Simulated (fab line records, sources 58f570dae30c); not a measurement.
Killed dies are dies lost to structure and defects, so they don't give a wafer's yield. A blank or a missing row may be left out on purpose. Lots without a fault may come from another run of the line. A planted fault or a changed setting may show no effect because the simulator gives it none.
fab line records | flow berkeley_cmos170
record lots=6 wafers=18 last_day=13
route steps=331 shown PVT@123 GATE@125 FIELD@126
lots that met no fault: from a run of the same line without faults
start_h: hours from the record's first day to the start of the lot's first wafer shown | wait_h: hours since the lot's step before | " the same as in the row above | L1.1+2: a row that stands for several wafers | - no value, or no start given | * or withheld: withheld | < > ~ a bound
route shown NAME@n: a module of which the file shows steps, and the number in the route of the first | usual: mean/standard deviation of fault-free wafers | same: alike in all rows | chamber/n: place in a boat | sites: the reading at each site | _std_site: their standard deviation | _edge_site: outer sites' mean less inner sites' | radius_mm: how far each site lies from the wafer's centre | mask NAME#n: copy n | behind: the tool/chamber that last shaped the wafer | hold: why the lot was held/for how many hours/how that ended | device: the transistor (n, p or np) that didn't switch | end of line: the same wafers' tests at the end of the route | a step without rows: its recipe alone | killed: dies lost to structure and defects at the first sort, not the wafer's yield | map: a wafer's dies, x killed, . not, _ none there
set.NAME: the setting as run; set.NAME@STEP: as run at that earlier step | model.NAME: the simulator's own value behind a step, which no gauge read
lots at some steps of the route; a table a step, a row a wafer
services: from which hour (start_h, from the record's first day; less than 0 if before it) a tool's chamber was out of use, for how many hours, and why
## steps
# step UCB170_PVT_STRIP_08
# recipe chemistry=O2 power_w=400 pressure_mtorr=3500 platen_temp_c=withheld o2_flow_sccm=400 overash_fraction=0.5
# usual chamber_pressure_mTorr=3500/3 drypump_motor_current_A=5.6/0.32 oes_product_au=0.735/0.0049 strip_time_to_endpoint_s=21.61/0.05
# columns lot.wafer tool chamber start_h wait_h chamber_pressure_mTorr drypump_motor_current_A oes_product_au rf_hours_counter_h strip_time_to_endpoint_s
L396.1 plasma_asher-01 1 139.52 0.1 3506 5.4 0.735 36 21.67
L396.2 " 0 " " 3502 6.1 0.731 36 21.66
L396.4 " 0 " " 3500 6.1 0.734 - 21.67
L410.2 plasma_asher-02 0 220.16 0.1 3498 5.8 0.737 52 21.55
L410.3 " 0 " " 3506 5.8 0.743 - 21.52
L410.4 " 1 " " 3502 5.3 0.732 - 21.57
L411.1 plasma_asher-01 1 220.44 0.1 3498 5.4 0.731 44 21.61
L411.3 " 0 " " 3500 6.1 0.734 - 21.61
L411.6 " 1 " " 3499 5.4 0.734 - 21.58
L414.1 plasma_asher-01 0 242.51 0.1 3505 6.1 0.727 46 21.57
L414.5 " 1 " " 3505 5.4 0.738 - 21.54
L414.6 " 0 " " 3502 6.0 0.737 - 21.64
L415.3 plasma_asher-02 0 242.53 0.1 3497 5.8 0.728 - 21.58
L415.4 " 1 " " 3500 5.3 0.728 - 21.57
L415.6 " 0 " " 3503 5.8 0.735 - 21.57
L417.4 plasma_asher-01 1 251.58 0.1 3503 5.4 0.731 - 21.66
L417.5 " 1 " " 3496 5.4 0.732 - 21.58
L417.6 " 0 " " 3495 6.1 0.737 - 21.62
# step UCB170_PVT_TW_MEAS_09
# usual PVT_TW=504/3.7
# columns lot.wafer tool chamber start_h wait_h PVT_TW
L396.1 film_metro-03 - 139.62 0.1 505
L396.2 " - " " 501
L396.4 " - " " 504
L410.2 film_metro-04 - 220.27 0.1 510
L410.3 " - " " 510
L410.4 " - " " 510
L411.1 film_metro-04 - 220.54 0.1 512
L411.3 " - " " 510
L411.6 " - " " 507
L414.1 film_metro-03 - 242.61 0.1 500
L414.5 " - " " 496
L414.6 " - " " 497
L415.3 film_metro-04 - 242.62 0.1 509
L415.4 " - " " 511
L415.6 " - " " 508
L417.4 film_metro-03 - 251.68 0.1 501
L417.5 " - " " 501
L417.6 " - " " 499
# step UCB170_GATE_WET_ETCH_00
# recipe chemistry=dHF dilution=25:1 target=SiO2 temp_c=25 time_s=200
# step UCB170_FIELD_THK_MEAS_91
# recipe reads=SiO2_of_FIELD_OXIDATION_01
# usual FIELD_OXIDE_LEFT_2_THK=353/12
# columns lot.wafer tool chamber start_h wait_h FIELD_OXIDE_LEFT_2_THK[nm]
L396.1 film_metro-02 - 139.75 0.0 370
L396.2 " - " " 384
L396.4 " - " " 377
L410.2 film_metro-03 - 220.49 0.0 359
L410.3 " - " " 355
L410.4 " - " " 346
L411.1 film_metro-03 - 220.72 0.0 368
L411.3 " - " " 362
L411.6 " - " " 363
L414.1 film_metro-04 - 242.88 0.0 356
L414.5 " - " " 364
L414.6 " - " " 359
L415.3 film_metro-02 - 242.90 0.0 351
L415.4 " - " " 358
L415.6 " - " " 361
L417.4 film_metro-04 - 251.81 0.0 345
L417.5 " - " " 343
L417.6 " - " " 347
# step UCB170_GATE_OXIDATION_01
# recipe temp_c=850 ambient=O2 target_thk_a=66 ox_time_s=1800
# step UCB170_GATE_THK_MEAS_02
# recipe reads=SiO2_of_GATE_OXIDATION_01
# usual GATE_OXIDE_THK=6.59/0.14
# columns lot.wafer tool chamber start_h wait_h GATE_OXIDE_THK[nm]
L396.1 film_metro-01 - 145.36 0.0 6.45
L396.2 " - " " 6.47
L396.4 " - " " 6.51
L410.2 film_metro-02 - 226.81 0.0 6.63
L410.3 " - " " 6.64
L410.4 " - " " 6.80
L411.1 film_metro-01 - 226.82 0.0 6.62
L411.3 " - " " 6.78
L411.6 " - " " 6.66
L414.1 film_metro-02 - 248.02 0.0 6.51
L414.5 " - " " 6.50
L414.6 " - " " 6.50
L415.3 film_metro-03 - 248.04 0.0 6.79
L415.4 " - " " 6.75
L415.6 " - " " 6.85
L417.4 film_metro-01 - 260.67 0.0 6.80
L417.5 " - " " 6.71
L417.6 " - " " 6.72
# step UCB170_GATE_ANNEAL_03
# recipe temp_c=900 time_s=1800 ambient=N2
# step UCB170_GATE_CVD_04
# recipe material=poly-Si temp_c=610 precursor=SiH4 time_s=1440 pressure_mtorr=375 target_thk_nm=214 sih4_flow_sccm=120
# step UCB170_GATE_THK_MEAS_05
# recipe reads=poly-Si_of_GATE_CVD_04
# usual GATE_POLY_THK=214.6/2.3
# columns lot.wafer tool chamber start_h wait_h GATE_POLY_THK[nm]
L396.1 film_metro-03 - 153.59 0.0 213.1
L396.2 " - " " 212.7
L396.4 " - " " 213.9
L411.1 film_metro-01 - 235.92 0.0 211.4
L411.3 " - " " 211.6
L411.6 " - " " 210.8
L410.2 film_metro-03 - 235.93 0.0 216.5
L410.3 " - " " 214.5
L410.4 " - " " 213.7
L414.1 film_metro-01 - 260.51 0.0 216.3
L414.5 " - " " 216.1
L414.6 " - " " 214.2
L415.3 film_metro-03 - 260.53 0.0 207.8
L415.4 " - " " 209.2
L415.6 " - " " 210.6
L417.4 film_metro-02 - 273.63 0.0 213.8
L417.5 " - " " 214.2
L417.6 " - " " 213.8
# step UCB170_GATE_COAT_06
# recipe resist=BARC temp_c=withheld time_s=withheld spin_rpm=3000 resist_thk_nm=withheld
# step UCB170_GATE_COAT_07
# recipe resist=KrF spin_rpm=1500 resist_thk_nm=900
# step UCB170_GATE_SOFTBAKE_08
# recipe resist=KrF temp_c=130 time_s=60.83
# usual plate_sensor_t_centre_C=131.41/0.0093 plate_sensor_t_edge_C=131.53/0.01
# columns lot.wafer tool chamber start_h wait_h plate_sensor_t_centre_C plate_sensor_t_edge_C
L396.1 litho_track-04 0 - - 131.4 131.53
L396.2 " 0 " " 131.41 131.53
L396.4 " 0 " " 131.43 131.52
L410.2 litho_track-02 0 - - 131.4 131.53
L410.3 " 0 " " 131.39 131.52
L410.4 " 0 " " 131.4 131.55
L411.1 litho_track-04 0 - - 131.41 131.54
L411.3 " 0 " " 131.42 131.55
L411.6 " 0 " " 131.4 131.53
L415.3 litho_track-03 0 - - 131.41 131.52
L415.4 " 0 " " 131.41 131.54
L415.6 " 0 " " 131.41 131.53
L414.1 litho_track-02 0 - - 131.42 131.54
L414.5 " 0 " " 131.41 131.54
L414.6 " 0 " " 131.41 131.51
L417.4 litho_track-02 0 - - 131.38 131.54
L417.5 " 0 " " 131.42 131.53
L417.6 " 0 " " 131.42 131.53
# step UCB170_GATE_EXPOSE_09
# recipe mask_id=POLY target_cd_nm=350 na=0.5 sigma_outer=0.6 source_shape=conventional dose_mj=21
# usual exposure_dose_mJ_cm2=20.974/0.026 focus_offset_nm=0.0/0.54
# columns lot.wafer tool chamber start_h wait_h mask exposure_dose_mJ_cm2 focus_offset_nm
L396.1 krf_scanner-02 0 154.23 - POLY#0 20.961 0.0
L396.2 " 0 " " POLY#0 20.955 -0.9
L396.4 " 0 " " POLY#0 20.953 -0.3
L410.2 krf_scanner-01 - 236.69 - POLY#0 - -
L410.3 " - " " POLY#0 - -
L410.4 " - " " POLY#0 - -
L411.1 krf_scanner-01 - 236.78 - POLY#0 - -
L411.3 " - " " POLY#0 - -
L411.6 " - " " POLY#0 - -
L415.3 krf_scanner-01 0 261.19 - POLY#0 20.956 0.1
L415.4 " 0 " " POLY#0 20.942 -0.1
L415.6 " 0 " " POLY#0 20.940 0.2
L414.1 krf_scanner-01 0 261.40 - POLY#0 20.941 -0.1
L414.5 " 0 " " POLY#0 20.943 -0.5
L414.6 " 0 " " POLY#0 20.958 -0.7
L417.4 krf_scanner-01 0 274.53 - POLY#0 21.001 0.8
L417.5 " 0 " " POLY#0 20.991 -0.6
L417.6 " 0 " " POLY#0 20.985 0.2
# step UCB170_GATE_PEB_10
# recipe peb_temp_c=130 peb_time_s=withheld resist=KrF
## services
# columns tool chamber start_h hours kind
krf_scanner-02 - 161.00 1.3 pm
krf_scanner-02 0 170.64 - calibration
krf_scanner-01 - 204.68 0.8 pm
krf_scanner-02 - 211.01 1.0 pm
krf_scanner-01 0 217.69 - calibration
krf_scanner-01 - 226.16 1.3 pm
krf_scanner-01 - 254.96 0.3 repair
## key
first_sign step=UCB170_GATE_EXPOSE_09 reading=tool_record direction=missing
effect none on later readings
met_at UCB170_GATE_EXPOSE_09
struck_wafers L410.2,L410.3,L410.4,L411.1,L411.3,L411.6
later_rows_left_out L410.2,L410.3,L410.4,L411.1,L411.3,L411.6
sort_left_out L410.2,L410.3,L410.4,L411.1,L411.3,L411.6
tester_left_out L410,L411
fault kind=skipped_step_whole tool=krf_scanner-01 chamber=- onset_h=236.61 steps=UCB170_GATE_EXPOSE_09 scope=struck_lots_only
# tester_left_out: of these lots the tester's yield and bins aren't shown, on N5 and GAA mostly nor the transistor test; their killed dies are dies lost to structure and defects alone, not to doping, threshold or leakage, so they don't give the yield
# sort_left_out: the simulated sort isn't trusted on such a fault, so these wafers' sort isn't shown, and their yield isn't known
# later_rows_left_out: the simulator's readings of these wafers behind a module that went badly wrong aren't trusted and aren't shown, but for the sort
